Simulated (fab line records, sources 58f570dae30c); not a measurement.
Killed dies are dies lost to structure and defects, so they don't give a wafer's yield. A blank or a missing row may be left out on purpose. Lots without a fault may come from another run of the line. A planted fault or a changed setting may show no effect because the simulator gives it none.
Problem report in the 8D (eight disciplines) form, filled by code | flow berkeley_cmos170 | the parts of the form that need people (team, actions taken, sign-off) are left out

1. THE PROBLEM
M3_AL_RS at UCB170_M3_RS_MEAS_02 reads a mean of 0.0426 ohm/sq on 1 wafer of 1 lot; wafers without a fault read 0.0323 ohm/sq with a standard deviation of 0.00044. That is +23 standard deviations from the usual mean.
The step: measures by four-point-probe.
First seen on wafer L849.4, day 9 23:55, on film_metro-01. The record holds 39 wafers of 13 lots with a number at this step. Rule for "out", or "out of limits": more than 4 standard deviations from the usual mean. The other wafers with a number count as sound.

2. WHAT IT IS AND WHAT IT IS NOT
question                    | is               | is not
which readings at this step | M3_AL_RS         | -
which lots                  | L849             | L839, L840, L841, L842, L843, L844, L845, L853, L856, L858, L859, L860
which wafers of those lots  | L849.4           | L849.3, L849.6
read on which gauges        | film_metro-01    | film_metro-02, film_metro-04
when                        | from day 9 23:55 | up to then (23 sound wafers); but 15 sound wafers of L853, L856, L858, L859, L860 came after

3. SUSPECTS, AND WHAT RULES EACH OUT
Counting: a tool at a process step up to the reading stays a suspect if it ran every lot that is out. Sound lots after the first of them don't rule it out here, since some wafers of a struck lot are sound.
- the gauge at UCB170_M3_RS_MEAS_02: ruled out. All the wafers that are out were read on film_metro-01, but those of them that UCB170_M3_METAL_ETCH_18 has rows for are out there too, on other tools.
- pvd_sputter-04 at UCB170_M3_SPUTTER_01 (material Al, target thk 900 nm, time 120 s): kept. It ran the lot that is out, L849 (day 9 23:47); its last sound lot up to then is L842 (day 8 23:16).
Left after counting: pvd_sputter-04 at UCB170_M3_SPUTTER_01.

4. THE CAUSE (what the simulator had put in)
Process parameter drift: pvd_sputter-04, from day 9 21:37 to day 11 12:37, at UCB170_M3_SPUTTER_01. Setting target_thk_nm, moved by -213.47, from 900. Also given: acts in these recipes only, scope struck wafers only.
Counting left only this tool.

5. THE CHAIN OF EFFECTS, in route order
Each row: a reading whose mean over the struck wafers that have a number lies more than 3 standard deviations from the usual. Only readings for which the record gives a usual standard deviation are gone through. hours: the time from each lot's start at the first step in this table that gives one to its start at this step, as a median over the lots. sigmas: the change in usual standard deviations.
hours | step                    | reading        | usual         | on struck wafers | change  | sigmas
0     | UCB170_M3_RS_MEAS_02    | M3_AL_RS       | 0.0323 ohm/sq | 0.0426           | +0.0103 | +23
0     | UCB170_M3_THK_MEAS_03   | M3_AL_THK      | 896 nm        | 683              | -213    | -19
3     | UCB170_M3_METAL_ETCH_18 | oes_product_au | 0.861 a.u.    | 0.737            | -0.124  | -11
The process steps in it:
- UCB170_M3_METAL_ETCH_18: etches Al in Cl2/BCl3, stops on SiO2, target depth 1170 nm, time 195 s.
Later measuring or inspecting steps at which every struck wafer that the step has a row for has a number for every such reading, and none has moved that far: UCB170_M3_OVL_MEAS_16.

6. WHAT WOULD HAVE CAUGHT IT SOONER
In this record the first reading out of limits at a measuring or inspecting step was taken at day 9 23:55, 2 hours after the fault began at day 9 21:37.
Of the tool readings at UCB170_M3_SPUTTER_01 for which the record gives a usual standard deviation, none was out on any struck wafer, so an alarm limit of 4 standard deviations on them would not have fired.
All the lots that are out (1) had begun UCB170_M3_SPUTTER_01 on pvd_sputter-04 by day 9 23:55. A hold on the tool at that time would have spared none of them.
